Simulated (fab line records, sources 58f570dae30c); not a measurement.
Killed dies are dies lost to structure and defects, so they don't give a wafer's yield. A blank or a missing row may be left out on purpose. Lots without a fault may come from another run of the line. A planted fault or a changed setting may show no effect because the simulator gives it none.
Tool commonality check | flow berkeley_cmos170 | 14 lots, 42 wafers sampled

WHY IT WAS OPENED
At UCB170_M1_CD_MEAS_90 the reading cd_nm is flagged on 2 of 14 lots. Wafers without a fault read 699.6 nm, standard deviation 2.9.
Rule: a lot is flagged when every wafer of it that has a number lies more than 4 standard deviations from that mean, or none has a number. The other lots count as sound.

lot  | measured     | on        | cd_nm (nm), wafer by wafer | flag
L409 | day 8 19:10  | cd_sem-01 | 694.2 695.9 701.9          |
L408 | day 8 20:26  | cd_sem-01 | 701.7 698.6 700.7          |
L410 | day 9 13:34  | cd_sem-02 | 698.2 700.0 701.6          |
L411 | day 9 18:17  | cd_sem-01 | 694.6 693.5 697.8          |
L413 | day 9 19:38  | cd_sem-01 | 694.8 700.8 698.3          |
L416 | day 10 06:47 | cd_sem-01 | 697.9 694.9 698.3          |
L415 | day 10 09:47 | cd_sem-01 | 697.4 698.6 700.1          |
L417 | day 10 23:45 | cd_sem-02 | 699.5 698.0 699.5          |
L418 | day 10 23:53 | cd_sem-01 | 699.1 697.0 697.2          |
L419 | day 11 00:43 | cd_sem-01 | 687.1 686.5 686.5          | FLAGGED
L420 | day 11 06:53 | cd_sem-02 | 700.9 701.4 699.6          |
L423 | day 11 12:14 | cd_sem-02 | 703.5 702.1 702.9          |
L422 | day 11 14:00 | cd_sem-01 | 685.2 687.0 686.9          | FLAGGED
L427 | day 12 10:23 | cd_sem-02 | 698.2 700.6 700.3          |
The numbers of the flagged lots are 686.5 nm on average: -13.1 nm against the usual, or -5 standard deviations.

WHICH TOOL RAN EACH LOT
The record holds 4 process steps before the reading, out of a route of 331 steps. In each cell: the tool, then ch and the chambers that the sampled wafers went through, then the start.
lot  | flag    | UCB170_SDANNEAL_RTA_00           | UCB170_M1_ETCH_11                  | UCB170_M1_METAL_ETCH_12           | UCB170_M1_STRIP_13
L409 |         | rtp_anneal-01 ch 0, day 8 11:23  | rie_diel-02 ch 2,3, day 8 18:52    | rie_metal-02 ch 0,1, day 8 18:56  | plasma_asher-04 ch 0,1, day 8 19:04
L408 |         | rtp_anneal-02 ch 0, day 8 11:32  | rie_diel-04 ch 0,3, day 8 20:09    | rie_metal-02 ch 0,1, day 8 20:12  | plasma_asher-03 ch 0,1, day 8 20:20
L410 |         | rtp_anneal-02 ch 0, day 9 05:41  | rie_diel-02 ch 1,3, day 9 13:16    | rie_metal-02 ch 0,1, day 9 13:19  | plasma_asher-03 ch 0,1, day 9 13:26
L411 |         | rtp_anneal-02 ch 0, day 9 10:23  | rie_diel-03 ch 2,3, day 9 17:58    | rie_metal-04 ch 0,1, day 9 18:03  | plasma_asher-03 ch 0,1, day 9 18:10
L413 |         | rtp_anneal-02 ch 0, day 9 10:49  | rie_diel-03 ch 0,2,3, day 9 19:22  | rie_metal-02 ch 0,1, day 9 19:24  | plasma_asher-01 ch 0,1, day 9 19:32
L416 |         | rtp_anneal-02 ch 0, day 9 20:35  | rie_diel-03 ch 1,2,3, day 10 06:30 | rie_metal-04 ch 0,1, day 10 06:32 | plasma_asher-01 ch 1, day 10 06:40
L415 |         | rtp_anneal-01 ch 0, day 9 23:44  | rie_diel-02 ch 1,2, day 10 09:31   | rie_metal-02 ch 0, day 10 09:33   | plasma_asher-03 ch 0,1, day 10 09:41
L417 |         | rtp_anneal-02 ch 0, day 10 13:40 | rie_diel-03 ch 0,1,2, day 10 23:20 | rie_metal-02 ch 0, day 10 23:23   | plasma_asher-04 ch 0,1, day 10 23:39
L418 |         | rtp_anneal-02 ch 0, day 10 15:19 | rie_diel-02 ch 1,2,3, day 10 23:35 | rie_metal-04 ch 0, day 10 23:38   | plasma_asher-03 ch 0,1, day 10 23:46
L419 | FLAGGED | rtp_anneal-01 ch 0, day 10 15:33 | rie_diel-02 ch 1,2,3, day 11 00:17 | rie_metal-02 ch 0, day 11 00:22   | plasma_asher-04 ch 0,1, day 11 00:35
L420 |         | rtp_anneal-01 ch 0, day 10 22:35 | rie_diel-02 ch 0,2,3, day 11 06:25 | rie_metal-03 ch 0, day 11 06:36   | plasma_asher-04 ch 0,1, day 11 06:46
L423 |         | rtp_anneal-02 ch 0, day 11 04:33 | rie_diel-04 ch 0,1,2, day 11 11:55 | rie_metal-03 ch 0,1, day 11 11:59 | plasma_asher-04 ch 0,1, day 11 12:07
L422 | FLAGGED | rtp_anneal-01 ch 0, day 11 04:49 | rie_diel-03 ch 0,1,3, day 11 13:29 | rie_metal-02 ch 0, day 11 13:37   | plasma_asher-04 ch 0,1, day 11 13:50
L427 |         | rtp_anneal-02 ch 0, day 12 01:55 | rie_diel-04 ch 0,1, day 12 10:05   | rie_metal-03 ch 0,1, day 12 10:08 | plasma_asher-04 ch 0,1, day 12 10:16
What these steps do:
- UCB170_SDANNEAL_RTA_00: time 10 s.
- UCB170_M1_ETCH_11: etches BARC in N2/H2.
- UCB170_M1_METAL_ETCH_12: etches Al in Cl2/BCl3, stops on PSG, target depth 780 nm, time 130 s.
- UCB170_M1_STRIP_13: strips in O2.
- UCB170_M1_CD_MEAS_90: target cd 700 nm.

FLAGGED OVER TOTAL, TOOL BY TOOL (the gauges that took the reading come last)
step                    | tool            | lots run | flagged | share of the flagged lots | sound lots run after its first flagged lot
UCB170_SDANNEAL_RTA_00  | rtp_anneal-01   | 5        | 2       | all                       | 1 (L420)
UCB170_SDANNEAL_RTA_00  | rtp_anneal-02   | 9        | 0       | none                      | -
UCB170_M1_ETCH_11       | rie_diel-02     | 6        | 1       | some                      | 1 (L420)
UCB170_M1_ETCH_11       | rie_diel-03     | 5        | 1       | some                      | 0
UCB170_M1_ETCH_11       | rie_diel-04     | 3        | 0       | none                      | -
UCB170_M1_METAL_ETCH_12 | rie_metal-02    | 8        | 2       | all                       | 0
UCB170_M1_METAL_ETCH_12 | rie_metal-03    | 3        | 0       | none                      | -
UCB170_M1_METAL_ETCH_12 | rie_metal-04    | 3        | 0       | none                      | -
UCB170_M1_STRIP_13      | plasma_asher-01 | 2        | 0       | none                      | -
UCB170_M1_STRIP_13      | plasma_asher-03 | 5        | 0       | none                      | -
UCB170_M1_STRIP_13      | plasma_asher-04 | 7        | 2       | all                       | 3 (L420,L423,L427)
UCB170_M1_CD_MEAS_90    | cd_sem-01       | 9        | 2       | all                       | 0
UCB170_M1_CD_MEAS_90    | cd_sem-02       | 5        | 0       | none                      | -

WHAT THE TABLE ALLOWS
4 rows of the table ran every flagged lot: rtp_anneal-01 at UCB170_SDANNEAL_RTA_00, rie_metal-02 at UCB170_M1_METAL_ETCH_12, plasma_asher-04 at UCB170_M1_STRIP_13, cd_sem-01 at UCB170_M1_CD_MEAS_90.
- rtp_anneal-01 at UCB170_SDANNEAL_RTA_00: 2 of its 5 lots flagged. Sound lots ran on it after the first flagged one (L420), which a lasting fault on the whole tool wouldn't allow.
- rie_metal-02 at UCB170_M1_METAL_ETCH_12: 2 of its 8 lots flagged. Its last sound lot is L417 (day 10 23:23), its first flagged lot L419 (day 11 00:22): a fault that began between those two fits. Its own readings lie more than 4 standard deviations out on every wafer of the flagged lots: oes_product_au.
- plasma_asher-04 at UCB170_M1_STRIP_13: 2 of its 7 lots flagged. Sound lots ran on it after the first flagged one (L420, L423, L427), which a lasting fault on the whole tool wouldn't allow. Its own readings lie more than 4 standard deviations out on every wafer of the flagged lots: oes_product_au.
- cd_sem-01 at UCB170_M1_CD_MEAS_90: 2 of its 9 lots flagged. Its last sound lot is L418 (day 10 23:53), its first flagged lot L419 (day 11 00:43): a fault that began between those two fits.
Counting lots can't tell these 2 tools apart, because each fits a fault that began at some hour. More lots, or a look at what each step does to the wafer, might.

WHAT THE SIMULATOR HAD PUT IN
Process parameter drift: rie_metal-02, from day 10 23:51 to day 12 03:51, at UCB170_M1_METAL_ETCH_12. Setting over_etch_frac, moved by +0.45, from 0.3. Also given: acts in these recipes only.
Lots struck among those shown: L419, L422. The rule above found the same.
